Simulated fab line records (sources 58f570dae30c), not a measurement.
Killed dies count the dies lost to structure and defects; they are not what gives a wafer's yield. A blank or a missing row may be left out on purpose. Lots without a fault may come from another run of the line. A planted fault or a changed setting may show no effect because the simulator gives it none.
Which of the tools did it? || flow berkeleyCmos170 || 14 lots, 42 wafers sampled, at 5 steps of a route of 331

== WHAT THE GAUGES SHOWED, per wafer ==
UCB170_ACTIVE_CD_MEAS_13: target cd 1200 nm. Usual: cdNm reads 1199.6 nm (standard deviation 1.5).
{"lot": "L663", "measured": "day 4 06:06", "on": "cdSem-02", "cdNm (nm)": "1200.1 1199.2 1201.1", "flag": ""}
{"lot": "L665", "measured": "day 4 08:11", "on": "cdSem-02", "cdNm (nm)": "1201.2 1202.0 1201.1", "flag": ""}
{"lot": "L670", "measured": "day 5 18:30", "on": "cdSem-02", "cdNm (nm)": "1201.5 1201.3 1200.9", "flag": ""}
{"lot": "L672", "measured": "day 6 00:34", "on": "cdSem-02", "cdNm (nm)": "1203.2 1203.1 1201.3", "flag": ""}
{"lot": "L676", "measured": "day 6 15:56", "on": "cdSem-02", "cdNm (nm)": "1198.5 1200.2 1198.7", "flag": ""}
{"lot": "L678", "measured": "day 7 03:51", "on": "cdSem-02", "cdNm (nm)": "1197.8 1195.9 1196.0", "flag": ""}
{"lot": "L677", "measured": "day 7 04:04", "on": "cdSem-02", "cdNm (nm)": "1200.4 1199.7 1199.3", "flag": ""}
{"lot": "L679", "measured": "day 7 11:25", "on": "cdSem-02", "cdNm (nm)": "1199.8 1200.6 1199.3", "flag": ""}
{"lot": "L680", "measured": "day 7 21:25", "on": "cdSem-01", "cdNm (nm)": "1199.7 1200.0 1199.9", "flag": ""}
{"lot": "L682", "measured": "day 8 01:50", "on": "cdSem-02", "cdNm (nm)": "1199.8 1197.8 1198.9", "flag": ""}
{"lot": "L683", "measured": "day 8 05:37", "on": "cdSem-01", "cdNm (nm)": "1197.2 1198.2 1198.8", "flag": ""}
{"lot": "L684", "measured": "day 8 18:08", "on": "cdSem-02", "cdNm (nm)": "1198.6 1199.2 1197.9", "flag": ""}
{"lot": "L685", "measured": "day 9 01:42", "on": "cdSem-01", "cdNm (nm)": "1199.0 1200.2 1200.1", "flag": ""}
{"lot": "L686", "measured": "day 9 04:16", "on": "cdSem-01", "cdNm (nm)": "1198.3 1199.3 1198.7", "flag": ""}

UCB170_NSD_CD_MEAS_06: target cd 1200 nm. Usual: cdNm reads 1200.2 nm (standard deviation 1.1).
{"lot": "L663", "measured": "day 6 09:41", "on": "cdSem-02", "cdNm (nm)": "1199.6 1199.4 1199.0", "flag": ""}
{"lot": "L665", "measured": "day 6 17:20", "on": "cdSem-02", "cdNm (nm)": "1201.2 1200.9 1200.4", "flag": ""}
{"lot": "L670", "measured": "day 8 03:19", "on": "cdSem-01", "cdNm (nm)": "1200.8 1200.0 1200.2", "flag": ""}
{"lot": "L672", "measured": "day 8 17:08", "on": "cdSem-01", "cdNm (nm)": "1200.2 1200.8 1199.9", "flag": ""}
{"lot": "L676", "measured": "day 9 03:41", "on": "cdSem-02", "cdNm (nm)": "1202.4 1202.1 1202.4", "flag": ""}
{"lot": "L678", "measured": "day 9 11:53", "on": "cdSem-01", "cdNm (nm)": "1200.9 1202.1 1201.8", "flag": ""}
{"lot": "L677", "measured": "day 9 11:44", "on": "cdSem-02", "cdNm (nm)": "1201.7 1202.0 1201.1", "flag": ""}
{"lot": "L679", "measured": "day 10 03:33", "on": "cdSem-01", "cdNm (nm)": "1199.1 1199.2 1199.0", "flag": ""}
{"lot": "L680", "measured": "day 10 07:29", "on": "cdSem-02", "cdNm (nm)": "1199.6 1201.1 1200.1", "flag": ""}
{"lot": "L682", "measured": "day 10 15:37", "on": "cdSem-01", "cdNm (nm)": "1200.2 1199.3 1199.9", "flag": ""}
{"lot": "L683", "measured": "day 10 15:52", "on": "cdSem-01", "cdNm (nm)": "1200.7 1200.0 1201.6", "flag": ""}
{"lot": "L684", "measured": "day 11 12:55", "on": "cdSem-01", "cdNm (nm)": "1199.9 1200.0 1200.3", "flag": ""}
{"lot": "L685", "measured": "day 11 18:03", "on": "cdSem-02", "cdNm (nm)": "1198.2 1199.7 1198.7", "flag": ""}
{"lot": "L686", "measured": "day 11 18:22", "on": "cdSem-02", "cdNm (nm)": "1200.7 1199.0 1199.5", "flag": ""}

UCB170_V1_CD_MEAS_12: target cd 700 nm. Usual: cdNm reads 700.2 nm (standard deviation 1.5).
{"lot": "L663", "measured": "day 7 03:20", "on": "cdSem-01", "cdNm (nm)": "699.4 699.4 698.9", "flag": ""}
{"lot": "L665", "measured": "day 7 08:10", "on": "cdSem-01", "cdNm (nm)": "702.0 700.5 702.7", "flag": ""}
{"lot": "L670", "measured": "day 8 18:21", "on": "cdSem-01", "cdNm (nm)": "714.9 714.4 714.8", "flag": "OFF"}
{"lot": "L672", "measured": "day 9 14:02", "on": "cdSem-01", "cdNm (nm)": "713.3 712.6 713.8", "flag": "OFF"}
{"lot": "L676", "measured": "day 9 22:24", "on": "cdSem-01", "cdNm (nm)": "701.8 701.3 700.6", "flag": ""}
{"lot": "L678", "measured": "day 10 04:42", "on": "cdSem-02", "cdNm (nm)": "699.2 700.6 701.0", "flag": ""}
{"lot": "L677", "measured": "day 10 04:36", "on": "cdSem-02", "cdNm (nm)": "701.2 699.5 700.5", "flag": ""}
{"lot": "L679", "measured": "day 10 18:55", "on": "cdSem-01", "cdNm (nm)": "700.6 699.9 700.9", "flag": ""}
{"lot": "L680", "measured": "day 11 02:08", "on": "cdSem-02", "cdNm (nm)": "701.5 702.2 702.6", "flag": ""}
{"lot": "L682", "measured": "day 11 06:49", "on": "cdSem-02", "cdNm (nm)": "703.1 701.0 701.3", "flag": ""}
{"lot": "L683", "measured": "day 11 07:03", "on": "cdSem-02", "cdNm (nm)": "699.8 701.1 700.7", "flag": ""}
{"lot": "L684", "measured": "day 12 05:11", "on": "cdSem-01", "cdNm (nm)": "696.2 696.9 695.4", "flag": ""}
{"lot": "L685", "measured": "day 12 13:24", "on": "cdSem-02", "cdNm (nm)": "698.4 698.1 698.0", "flag": ""}
{"lot": "L686", "measured": "day 12 13:43", "on": "cdSem-02", "cdNm (nm)": "700.1 700.5 699.4", "flag": ""}

UCB170_V2_BOW_MEAS_03. Usual: V2_BOW gives 38 um (standard deviation 7.2).
{"lot": "L663", "measured": "day 7 07:07", "on": "filmMetro-04", "V2_BOW (um)": "31 30 32", "flag": ""}
{"lot": "L665", "measured": "day 7 13:25", "on": "filmMetro-04", "V2_BOW (um)": "36 42 34", "flag": ""}
{"lot": "L670", "measured": "day 8 21:56", "on": "filmMetro-04", "V2_BOW (um)": "39 38 44", "flag": ""}
{"lot": "L672", "measured": "day 9 17:37", "on": "filmMetro-03", "V2_BOW (um)": "46 39 44", "flag": ""}
{"lot": "L676", "measured": "day 10 01:59", "on": "filmMetro-03", "V2_BOW (um)": "53 33 39", "flag": ""}
{"lot": "L678", "measured": "day 10 08:26", "on": "filmMetro-04", "V2_BOW (um)": "33 36 55", "flag": ""}
{"lot": "L677", "measured": "day 10 08:11", "on": "filmMetro-03", "V2_BOW (um)": "37 45 41", "flag": ""}
{"lot": "L679", "measured": "day 10 22:43", "on": "filmMetro-02", "V2_BOW (um)": "31 28 35", "flag": ""}
{"lot": "L680", "measured": "day 11 05:50", "on": "filmMetro-04", "V2_BOW (um)": "40 37 39", "flag": ""}
{"lot": "L682", "measured": "day 11 10:53", "on": "filmMetro-04", "V2_BOW (um)": "40 47 45", "flag": ""}
{"lot": "L683", "measured": "day 11 11:01", "on": "filmMetro-02", "V2_BOW (um)": "38 21 42", "flag": ""}
{"lot": "L684", "measured": "day 12 09:24", "on": "filmMetro-03", "V2_BOW (um)": "55 42 53", "flag": ""}
{"lot": "L685", "measured": "day 12 17:26", "on": "filmMetro-02", "V2_BOW (um)": "38 25 23", "flag": ""}
{"lot": "L686", "measured": "day 12 17:46", "on": "filmMetro-03", "V2_BOW (um)": "33 31 31", "flag": ""}

== WHAT TOOL EACH LOT RAN ON (gives the tool, then ch and the chambers of the sampled wafers, and finally the start) ==
{"lot": "L663", "UCB170_V1_PEB_10": "lithoTrack-01 ch 0, day 7 03:03"}
{"lot": "L665", "UCB170_V1_PEB_10": "lithoTrack-02 ch 0, day 7 07:53"}
{"lot": "L670", "UCB170_V1_PEB_10": "lithoTrack-04 ch 0, day 8 18:04"}
{"lot": "L672", "UCB170_V1_PEB_10": "lithoTrack-04 ch 0, day 9 13:46"}
{"lot": "L676", "UCB170_V1_PEB_10": "lithoTrack-01 ch 0, day 9 22:08"}
{"lot": "L678", "UCB170_V1_PEB_10": "lithoTrack-01 ch 0, day 10 04:26"}
{"lot": "L677", "UCB170_V1_PEB_10": "lithoTrack-02 ch 0, day 10 04:20"}
{"lot": "L679", "UCB170_V1_PEB_10": "lithoTrack-01 ch 0, day 10 18:39"}
{"lot": "L680", "UCB170_V1_PEB_10": "lithoTrack-01 ch 0, day 11 01:52"}
{"lot": "L682", "UCB170_V1_PEB_10": "lithoTrack-02 ch 0, day 11 06:33"}
{"lot": "L683", "UCB170_V1_PEB_10": "lithoTrack-02 ch 0, day 11 06:47"}
{"lot": "L684", "UCB170_V1_PEB_10": "lithoTrack-02 ch 0, day 12 04:55"}
{"lot": "L685", "UCB170_V1_PEB_10": "lithoTrack-01 ch 0, day 12 13:08"}
{"lot": "L686", "UCB170_V1_PEB_10": "lithoTrack-01 ch 0, day 12 13:27"}
- UCB170_V1_PEB_10

== WHAT THE TOOLS THEMSELVES READ (means of the sampled wafers that have a number; where no wafer has one, the mark that the record gives instead) ==
UCB170_V1_PEB_10. Usual: chillPlateTempC reads 23.00 C (standard deviation 0.098).
{"lot": "L663", "tool": "lithoTrack-01", "chillPlateTempC (C)": 22.99, "flag": ""}
{"lot": "L665", "tool": "lithoTrack-02", "chillPlateTempC (C)": 23.03, "flag": ""}
{"lot": "L670", "tool": "lithoTrack-04", "chillPlateTempC (C)": 23.16, "flag": ""}
{"lot": "L672", "tool": "lithoTrack-04", "chillPlateTempC (C)": 22.92, "flag": ""}
{"lot": "L676", "tool": "lithoTrack-01", "chillPlateTempC (C)": 23.03, "flag": ""}
{"lot": "L678", "tool": "lithoTrack-01", "chillPlateTempC (C)": 22.94, "flag": ""}
{"lot": "L677", "tool": "lithoTrack-02", "chillPlateTempC (C)": 23.05, "flag": ""}
{"lot": "L679", "tool": "lithoTrack-01", "chillPlateTempC (C)": 23.03, "flag": ""}
{"lot": "L680", "tool": "lithoTrack-01", "chillPlateTempC (C)": 23.01, "flag": ""}
{"lot": "L682", "tool": "lithoTrack-02", "chillPlateTempC (C)": 23.05, "flag": ""}
{"lot": "L683", "tool": "lithoTrack-02", "chillPlateTempC (C)": 22.91, "flag": ""}
{"lot": "L684", "tool": "lithoTrack-02", "chillPlateTempC (C)": 23.04, "flag": ""}
{"lot": "L685", "tool": "lithoTrack-01", "chillPlateTempC (C)": 23.04, "flag": ""}
{"lot": "L686", "tool": "lithoTrack-01", "chillPlateTempC (C)": 23.06, "flag": ""}

== THE ANSWER, worked out from the rows above alone ==
Rule: take the mean of a lot's wafers that have a number; if it is more than 3 standard deviations from the usual mean, the lot is off. Also off: a lot with no number at a reading for which 4 or more lots have one. All remaining lots with rows at the step are treated as sound. After the gauges, taken in route order, come the tools' own readings; for these a lot's mean is taken, as printed above. At the first step where some lot is off, the reading lying furthest off is the one used; lots without a number count as furthest.
Off at UCB170_V1_CD_MEAS_12 (cdNm): L670, L672.
If a tool, at a process step before that reading, ran all the lots that are off and no sound lot after the first of them, it fits. Gauges at UCB170_V1_CD_MEAS_12: tried the same way as those tools. One candidate fits, namely lithoTrack-04 at UCB170_V1_PEB_10. It ran no sound lot before its first lot that is off in this sample, so the start can't be narrowed down.

== WHAT THE SIMULATOR PUT IN ==
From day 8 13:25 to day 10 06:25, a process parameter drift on lithoTrack-04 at UCB170_V1_PEB_10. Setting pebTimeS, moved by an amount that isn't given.
Shown lots that were struck: L670, L672. The rule above found the same.
